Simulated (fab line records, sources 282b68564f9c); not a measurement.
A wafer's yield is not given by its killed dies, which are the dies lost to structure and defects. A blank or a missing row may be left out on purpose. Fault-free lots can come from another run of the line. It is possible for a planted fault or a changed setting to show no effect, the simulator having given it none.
Which of the tools did it? :: flow rit-cmos :: Sampling: 7 lots, 21 wafers, 2 of 202 route steps

## WHAT THE GAUGES READ, wafer by wafer
RIT_REOX_THK_MEAS_04.
lot: L718
measured: day 3 11:23
on: film-metro-03
REOX_OXIDE_THK (nm): 24.1 24.2 24.4

lot: L720
measured: day 3 20:44
on: film-metro-04
REOX_OXIDE_THK (nm): 25.1 25.6 25.3

lot: L724
measured: day 4 18:46
on: film-metro-04
REOX_OXIDE_THK (nm): 24.5 24.9 24.9

lot: L728
measured: day 5 10:27
on: film-metro-03
REOX_OXIDE_THK (nm): 25.1 25.7 25.1

lot: L732
measured: day 6 00:56
on: film-metro-04
REOX_OXIDE_THK (nm): 25.9 26.1 25.7

lot: L734
measured: day 6 17:02
on: film-metro-04
REOX_OXIDE_THK (nm): 25.7 25.5 25.6

lot: L738
measured: day 7 12:01
on: film-metro-03
REOX_OXIDE_THK (nm): 25.5 25.4 25.3

## EACH LOT AND THE TOOL THAT RAN IT (in order: tool; ch and the chambers of the sampled wafers; start)
lot: L718
RIT_GATE_ETCH_19: rie-si-02 ch 2,3, day 3 06:55

lot: L720
RIT_GATE_ETCH_19: rie-si-02 ch 0,3, day 3 17:24

lot: L724
RIT_GATE_ETCH_19: rie-si-01 ch 2,3, day 4 14:14

lot: L728
RIT_GATE_ETCH_19: rie-si-02 ch 1,2,3, day 5 07:06

lot: L732
RIT_GATE_ETCH_19: rie-si-02 ch 1,3, day 5 21:34

lot: L734
RIT_GATE_ETCH_19: rie-si-02 ch 1,3, day 6 13:43

lot: L738
RIT_GATE_ETCH_19: rie-si-02 ch 0,3, day 7 08:04
- RIT_GATE_ETCH_19: etches poly-Si in SF6/CHF3/O2, stops on SiO2, time 165 s, target depth 312.5 nm.

## THE ANSWER, worked out from the rows above alone
Rule: the usual values come from the lots themselves. The widest of any qualifying gaps counts: lots, ordered by their means at a reading, are off when they make up no more than a third of the lots, leave a main group of 4 or more, and stand apart from it by 3 or more times the standard deviation of that group's means. If all means in a main group match to the digits the tables above print for the reading, that group is not used. A lot without any number at a reading at which 4 lots or more have one is off too. Any other lot the step has rows for is counted as sound.
None of the lots is off at any reading shown; this tells nothing.

## WHAT THE SIMULATOR HAD INSERTED
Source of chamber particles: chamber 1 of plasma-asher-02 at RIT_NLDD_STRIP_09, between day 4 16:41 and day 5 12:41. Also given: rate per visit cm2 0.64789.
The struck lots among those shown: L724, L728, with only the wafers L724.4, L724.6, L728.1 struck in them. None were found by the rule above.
